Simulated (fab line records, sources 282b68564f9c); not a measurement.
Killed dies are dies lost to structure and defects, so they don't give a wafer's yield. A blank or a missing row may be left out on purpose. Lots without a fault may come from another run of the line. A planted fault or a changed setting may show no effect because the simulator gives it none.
Which tool did it? | flow rit_cmos | 15 lots, 45 wafers sampled, at 5 steps of a route of 202

WHAT THE GAUGES READ, wafer by wafer
RIT_PWELL_OVL_MEAS_06.
lot  | measured    | on         | PWELL_OVL (nm)
L547 | day 2 00:26 | overlay-01 | 2.4 2.6 3.8
L548 | day 2 03:49 | overlay-01 | 2.2 2.8 1.5
L549 | day 2 12:05 | overlay-02 | -3.1 -1.2 -2.2
L550 | day 2 16:32 | overlay-02 | 2.4 0.5 0.3
L551 | day 2 19:46 | overlay-02 | 1.6 0.7 1.1
L553 | day 3 06:18 | overlay-02 | 0.8 0.6 -0.9
L554 | day 3 10:04 | overlay-01 | 1.4 1.9 1.1
L555 | day 3 17:07 | overlay-02 | -0.9 -1.0 -2.8
L557 | day 4 06:53 | overlay-01 | 2.1 1.4 1.0
L559 | day 4 11:55 | overlay-01 | 0.9 2.5 0.8
L560 | day 4 20:14 | overlay-01 | -0.3 0.1 3.1
L561 | day 4 23:00 | overlay-01 | 2.3 -0.2 1.2
L563 | day 5 09:40 | overlay-02 | 0.3 -0.6 1.5
L569 | day 6 12:22 | overlay-02 | 1.3 -0.3 -0.1
L570 | day 6 19:10 | overlay-02 | -0.3 1.0 1.4

RIT_PRETRO_TW_MEAS_10.
lot  | measured    | on            | PRETRO_TW
L547 | day 2 10:05 | film_metro-04 | 476 474 473
L548 | day 2 15:04 | film_metro-01 | 479 478 477
L549 | day 2 22:43 | film_metro-01 | 476 479 475
L550 | day 3 03:48 | film_metro-03 | 462 462 463
L551 | day 3 05:03 | film_metro-04 | 478 473 478
L553 | day 3 15:35 | film_metro-01 | 474 472 475
L554 | day 3 19:16 | film_metro-04 | 474 475 475
L555 | day 4 02:22 | film_metro-01 | 472 475 473
L557 | day 4 16:14 | film_metro-03 | 459 461 462
L559 | day 4 21:53 | film_metro-03 | 29 29 29
L560 | day 5 05:24 | film_metro-03 | 29 29 29
L561 | day 5 10:02 | film_metro-03 | 29 29 29
L563 | day 5 18:49 | film_metro-04 | 472 476 473
L569 | day 6 21:50 | film_metro-01 | 478 476 476
L570 | day 7 04:12 | film_metro-04 | 475 473 473

RIT_FOX2_THK_MEAS_91.
lot  | measured    | on            | FIELD_OXIDE_LEFT_2_THK (nm)
L547 | day 2 10:35 | film_metro-02 | 258 255 260
L548 | day 2 15:34 | film_metro-02 | 253 258 253
L549 | day 2 23:22 | film_metro-01 | 266 263 258
L550 | day 3 04:17 | film_metro-03 | 251 249 249
L551 | day 3 05:32 | film_metro-03 | 262 256 254
L553 | day 3 16:04 | film_metro-03 | 271 259 257
L554 | day 3 19:45 | film_metro-03 | 256 256 254
L555 | day 4 02:50 | film_metro-03 | 254 257 258
L557 | day 4 16:43 | film_metro-02 | 260 256 258
L559 | day 4 22:22 | film_metro-02 | 256 251 259
L560 | day 5 05:53 | film_metro-01 | 254 246 249
L561 | day 5 10:31 | film_metro-02 | 258 263 264
L563 | day 5 19:20 | film_metro-01 | 253 250 247
L569 | day 6 22:19 | film_metro-02 | 264 265 265
L570 | day 7 04:41 | film_metro-01 | 258 252 258

RIT_GATE_CD_MEAS_16: target cd 150 nm.
lot  | measured    | on        | cd_nm (nm)
L547 | day 2 15:55 | cd_sem-02 | 150.0 153.5 151.8
L548 | day 2 22:12 | cd_sem-02 | 145.3 144.6 144.1
L549 | day 3 05:36 | cd_sem-02 | 148.0 147.8 148.5
L550 | day 3 08:21 | cd_sem-02 | 151.1 151.1 151.7
L551 | day 3 10:15 | cd_sem-01 | 150.2 150.7 149.8
L553 | day 3 20:43 | cd_sem-02 | 155.7 157.4 155.0
L554 | day 4 01:32 | cd_sem-02 | 152.2 151.9 153.1
L555 | day 4 08:20 | cd_sem-01 | 155.3 155.7 153.0
L557 | day 4 21:34 | cd_sem-02 | 148.5 148.2 144.9
L559 | day 5 04:39 | cd_sem-01 | 147.3 147.9 147.4
L560 | day 5 11:53 | cd_sem-02 | 152.1 152.1 151.3
L561 | day 5 14:30 | cd_sem-01 | 149.0 147.9 148.6
L563 | day 6 01:11 | cd_sem-01 | 147.8 150.1 150.5
L569 | day 7 03:36 | cd_sem-01 | 148.2 148.5 147.5
L570 | day 7 09:14 | cd_sem-02 | 154.2 153.3 153.3

WHICH TOOL RAN EACH LOT (tool, then ch and the chambers of the sampled wafers, then the start)
lot  | RIT_NRETRO_STRIP_09
L547 | plasma_asher-04 ch 0,1, day 2 08:14
L548 | plasma_asher-04 ch 0,1, day 2 13:12
L549 | plasma_asher-01 ch 0,1, day 2 21:00
L550 | plasma_asher-04 ch 0, day 3 01:48
L551 | plasma_asher-01 ch 0,1, day 3 03:07
L553 | plasma_asher-02 ch 0,1, day 3 13:52
L554 | plasma_asher-04 ch 0,1, day 3 17:34
L555 | plasma_asher-02 ch 0,1, day 4 00:33
L557 | plasma_asher-04 ch 0,1, day 4 14:23
L559 | plasma_asher-04 ch 0,1, day 4 20:07
L560 | plasma_asher-02 ch 0,1, day 5 03:41
L561 | plasma_asher-04 ch 0,1, day 5 08:05
L563 | plasma_asher-01 ch 0,1, day 5 17:06
L569 | plasma_asher-01 ch 0,1, day 6 19:47
L570 | plasma_asher-01 ch 0,1, day 7 02:29
- RIT_NRETRO_STRIP_09: strips in O2, time 180 s.

WHAT THE TOOLS THEMSELVES READ (means of the sampled wafers that have a number; where no wafer has one, the mark that the record gives instead)
RIT_NRETRO_STRIP_09.
lot  | tool            | chamber_pressure_mTorr (mTorr) | drypump_motor_current_A (A) | o2_flow_sccm (sccm)
L547 | plasma_asher-04 | 4001                           | 5.8                         | 4002
L548 | plasma_asher-04 | 4000                           | 5.7                         | 3990
L549 | plasma_asher-01 | 4000                           | 5.1                         | 3998
L550 | plasma_asher-04 | 3996                           | 5.5                         | 4001
L551 | plasma_asher-01 | 3998                           | 5.1                         | 3996
L553 | plasma_asher-02 | 4000                           | 5.7                         | 3999
L554 | plasma_asher-04 | 4000                           | 5.8                         | 3994
L555 | plasma_asher-02 | 4000                           | 5.7                         | 4008
L557 | plasma_asher-04 | 4000                           | 5.7                         | 3990
L559 | plasma_asher-04 | -                              | -                           | -
L560 | plasma_asher-02 | -                              | -                           | -
L561 | plasma_asher-04 | -                              | -                           | -
L563 | plasma_asher-01 | 4000                           | 5.1                         | 4000
L569 | plasma_asher-01 | 3996                           | 5.6                         | 4005
L570 | plasma_asher-01 | 4000                           | 5.6                         | 3991

THE ANSWER, worked out from the rows above alone
Rule: what is usual is taken from the lots themselves. Put in order of their means at a reading, lots are off if they are a third of the lots or fewer, leave a main group of 4 or more, and stand apart from it by a gap of 3 or more times the standard deviation of the main group's means; of several such gaps the widest counts. A main group whose means are all the same, to the digits that the tables above print for the reading, isn't used. A lot without any number at a reading at which 4 lots or more have one is off too. The other lots that the step has rows for count as sound. The gauges are gone through in route order, then the tools' own readings, and for those a lot's mean is taken as printed above. The first step at which some lot is off is used, and at that step the reading that is off furthest; a lot without a number counts as furthest.
Off: L559, L560, L561, at RIT_PRETRO_TW_MEAS_10 (PRETRO_TW). The main group: mean 473, standard deviation 5.3.
A tool fits if, at a process step before that reading, it ran every lot that is off, and no sound lot after the first of them. The gauges at RIT_PRETRO_TW_MEAS_10 aren't tried: what is off there is off at RIT_NRETRO_STRIP_09 too, on other tools, and a gauge's error can't cause that. None of those tried fits.

WHAT THE SIMULATOR HAD PUT IN
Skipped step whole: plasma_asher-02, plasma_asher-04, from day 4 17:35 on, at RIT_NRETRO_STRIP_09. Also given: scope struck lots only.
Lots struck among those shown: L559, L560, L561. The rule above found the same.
